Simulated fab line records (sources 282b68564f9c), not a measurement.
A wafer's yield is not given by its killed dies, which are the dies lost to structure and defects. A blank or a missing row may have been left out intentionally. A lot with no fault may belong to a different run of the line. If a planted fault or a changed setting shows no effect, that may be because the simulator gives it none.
Split-lot experiment | flow rit-cmos | 23 wafers read from 5 lots, route of 202 steps

ON THE SPLIT
At RIT_M1_DEVELOP_08 (develop time 68 s), the setting develop-time-s was moved away from the recipe's 68 s on 8 of the 23 wafers read, by -10.8% to +12.2%. For the rest of the wafers, this setting stayed at what the recipe calls for.

FROM THE SPLIT TO THE READING: what the file shows between them, 4 steps
- RIT_M1_CD_MEAS_09: target cd 2600 nm
- RIT_M1_HARDBAKE_11: time 120 s
- RIT_M1_STRIP_13: strips in nmp, time 600 s
- RIT_M1_STRIP_14: strips in O2, time 180 s

THE READING
At RIT_M1_CD_MEAS_90: cd-nm in nanometres, against a target cd of 2600 nm. Typical for fault-free wafers on this fab line: 2603 nm, with standard deviation 3.4 nm.

wafer  | tool, chamber at the split | develop-time-s as run, s | against the recipe | cd-nm, nm | against lot-mates on the recipe
L077.4 | litho-track-02, 0          | 68                       | recipe             | 2601      | -
L077.5 | litho-track-02, 0          | 68                       | recipe             | 2602      | -
L077.6 | litho-track-02, 0          | 68                       | recipe             | 2600      | -
L082.1 | litho-track-01, 0          | 73.85                    | +8.6%              | 2596      | -8
L082.2 | litho-track-01, 0          | 73.85                    | +8.6%              | 2598      | -6
L082.3 | litho-track-01, 0          | 68                       | recipe             | 2604      | -
L082.4 | litho-track-01, 0          | 68                       | recipe             | 2604      | -
L082.6 | litho-track-01, 0          | 68                       | recipe             | 2604      | -
L083.2 | litho-track-04, 0          | 76.29                    | +12.2%             | 2590      | -8
L083.3 | litho-track-04, 0          | 76.29                    | +12.2%             | 2591      | -6
L083.4 | litho-track-04, 0          | 68                       | recipe             | 2598      | -
L083.5 | litho-track-04, 0          | 68                       | recipe             | 2597      | -
L083.6 | litho-track-04, 0          | 76.29                    | +12.2%             | 2586      | -12
L084.1 | litho-track-02, 0          | 68                       | recipe             | 2600      | -
L084.2 | litho-track-02, 0          | 68                       | recipe             | 2602      | -
L084.3 | litho-track-02, 0          | 68                       | recipe             | 2600      | -
L084.5 | litho-track-02, 0          | 68                       | recipe             | 2597      | -
L084.6 | litho-track-02, 0          | 68                       | recipe             | 2604      | -
L085.1 | litho-track-01, 0          | 60.64                    | -10.8%             | 2617      | +10
L085.3 | litho-track-01, 0          | 60.64                    | -10.8%             | 2617      | +10
L085.4 | litho-track-01, 0          | 68                       | recipe             | 2605      | -
L085.5 | litho-track-01, 0          | 68                       | recipe             | 2608      | -
L085.6 | litho-track-01, 0          | 60.64                    | -10.8%             | 2616      | +10

FIT RESULTS
A straight line over all 23 wafers: cd-nm changes by -1.11 nm for each +1% of develop-time-s; r = -0.92; the points scatter about the line by 3.2 nm.
The same after taking each lot's own level away (the mean of its wafers on the recipe; 23 wafers): -0.814 nm for each +1%; r = -0.95; scatter 1.7 nm.
Per that fit: largest develop-time-s move, reading shift of 9.9 nm.
The span of the lots' own levels, 2597.5 to 2606.5 nm, comes to 2.6 times the standard deviation stated above.
Hence the slope depends on the lot-to-lot level, as the two fits are not the same.
Check: -10 nm against its lot-mates is what the line predicts for one of the wafers moved furthest among these (+12.2%) when that wafer is left out of the fit. It came out at -7.5 nm against them.

THE OTHER SPLITS THESE WAFERS WENT THROUGH
These wafers also went through other splits before the reading. Each is held against what the fit with the lots' levels taken away leaves over:
other split on the same wafers        | wafers away from the commonest value | r with cd-nm (lot level and that fit taken away)
RIT_SDANNEAL_RTA_03 time-s            | 8                                    | +0.12
RIT_CONTACT_COAT_03 spin-rpm          | 5                                    | +0.23
RIT_M1_SPUTTER_00 chamber-pressure-pa | 15                                   | +0.16

THE WHOLE CHAIN: every reading that the file lists as answering this split, in the file's order
step              | what it does      | reading | change (the file's fit)               | r (the file's)
RIT_M1_CD_MEAS_09 | target cd 2600 nm | cd-nm   | -0.844 nm for each +1% of the setting | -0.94
RIT_M1_CD_MEAS_90 | target cd 2600 nm | cd-nm   | -0.827 nm for each +1% of the setting | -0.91

FILE'S OWN FIT
cd-nm changes by -0.827 nm for each +1% of develop-time-s, r = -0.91.
